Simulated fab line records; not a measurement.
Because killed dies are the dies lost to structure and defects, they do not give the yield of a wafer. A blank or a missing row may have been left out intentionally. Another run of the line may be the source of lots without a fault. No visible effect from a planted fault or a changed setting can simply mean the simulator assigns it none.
Struck lot and sound lot, side by side    flow rit_cmos    17 out of 202 route steps
Sound: these wafers, L529.2, L529.5, L529.6. The struck wafers were L532.1, L532.2, L532.6. The cause is given at the end.
At each step with rows: each side's tool, then ch and its chambers, then its first start. Under that, the readings that differ: sound wafers    struck wafers    difference of the means    sigmas: that difference in standard deviations of wafers without a fault.
alike: words and numbers the same on both sides, and readings whose means are apart by under 2 such deviations; not compared: readings that were withheld, readings missing a value for some wafer, numbers with overlapping values and no deviation given by the record, and bounds like >300 which may hide the same value.
A row with sigmas, a row that says differs or no value, or rows on one side alone: a step with any of these is where the two part. Numbers that don't overlap but have no deviation are shown without sigmas and don't part them. A reading missing from all wafers of one side parts the sides only when that side holds two or more wafers.

first, 1 step without rows for these wafers: RIT_PRETRO_DEVELOP_05 (develop time 68 s).
RIT_PRETRO_OVL_MEAS_06:
  sound: overlay-01 at day 3 02:53; struck: overlay-02 at day 3 18:07
  alike: PRETRO_OVL
then, 2 steps without rows for these wafers: RIT_PRETRO_HARDBAKE_07 (time 120 s); RIT_PRETRO_IMPLANT_08.
RIT_PRETRO_STRIP_09: strips in O2, time 180 s.
  sound on plasma_asher-04 ch 0,1, day 3 03:19; struck on plasma_asher-01 ch 0,1, day 3 18:34
  alike: drypump_motor_current_A
  not compared: rf_hours_counter_h
RIT_PRETRO_TW_MEAS_10:
  sound: film_metro-01 at day 3 03:29; struck: film_metro-01 at day 3 18:44
  alike: PRETRO_TW
then, 5 steps without rows for these wafers: RIT_GATE_WET_ETCH_00 (etches SiO2 in BOE, target depth 56 nm, time 60 s); RIT_GATE_CLEAN_01 (cleans in SC1, time 600 s); RIT_GATE_CLEAN_02 (cleans in dHF, time 30 s); RIT_GATE_CLEAN_03 (cleans in SC2, time 600 s); RIT_GATE_CLEAN_04 (cleans in dHF, time 60 s).
RIT_FOX2_THK_MEAS_91:
  sound: film_metro-04 at day 3 03:58; struck: film_metro-04 at day 3 19:13
reading                      sound        struck       difference  sigmas
FIELD_OXIDE_LEFT_2_THK (nm)  264 261 260  252 250 247  -12         -2
RIT_GATE_OXIDATION_05: target thk 3 nm, ox time 270 s.
  sound on furnace-02 ch 0, day 3 04:03; struck on furnace-02 ch 0, day 3 19:16
reading                                      sound              struck             difference  sigmas
ox_time_s (s)                                270 270 270        324 324 324        +54         
model.SiO2_of_GATE_OXIDATION_05.thk_nm (nm)  2.932 3.001 2.951  3.385 3.397 3.413  +0.437      
  alike: spike_tc_source_C, tube_center_temp_C, tube_center_temp_C_max, zone_power_source_pct
then, 1 step without rows for these wafers: RIT_GATE_ANNEAL_06 (time 600 s).
RIT_GATE_THK_MEAS_07:
  sound: film_metro-04 at day 3 05:38; struck: film_metro-04 at day 3 20:36
reading              sound           struck          difference  sigmas
GATE_OXIDE_THK (nm)  2.94 3.01 2.96  3.39 3.39 3.39  +0.42       +7
then, 1 step without rows for these wafers: RIT_GATE_CVD_08 (deposits poly-Si from SiH4, target thk 250 nm, time 2220 s).
RIT_M1_PROBE_99:
  sound: prober-01 at day 4 06:14; struck: prober-02 at day 4 19:44
reading                              sound              struck             difference  sigmas
model.etest.pmos_0p3.r_on_ohm_um     5951 6062 6154     6904 6970 7029     +912        
model.etest.pmos_turned.r_on_ohm_um  3119 3207 3293     3632 3663 3785     +487        
model.etest.pmos_0p15.r_on_ohm_um    2565 2590 2655     2980 2999 3062     +410        
model.etest.nmos_0p3.r_on_ohm_um     2072 2130 2136     2329 2351 2378     +240        
model.etest.nmos_0p15.r_on_ohm_um    1087 1084 1090     1186 1194 1213     +111        
model.etest.nmos_0p15.drive_ua_um    491 498.8 493      412.5 419.5 405.8  -81.7       
model.etest.nmos_narrow.drive_ua_um  233.4 229.1 236.8  197.6 195.7 190.5  -38.5       
model.etest.nmos_0p3.drive_ua_um     235.8 229.1 231.8  194 192.8 189.6    -40         
  alike: killed_at_contacts, killed_at_front_end, killed_dies, killed_open, killed_short

## WHERE THEY PART
First at RIT_FOX2_THK_MEAS_91; last, within this record, at RIT_GATE_THK_MEAS_07. Later steps at which nothing parts them and some readings are alike: RIT_M1_PROBE_99.

WHY: what had been put in by the simulator
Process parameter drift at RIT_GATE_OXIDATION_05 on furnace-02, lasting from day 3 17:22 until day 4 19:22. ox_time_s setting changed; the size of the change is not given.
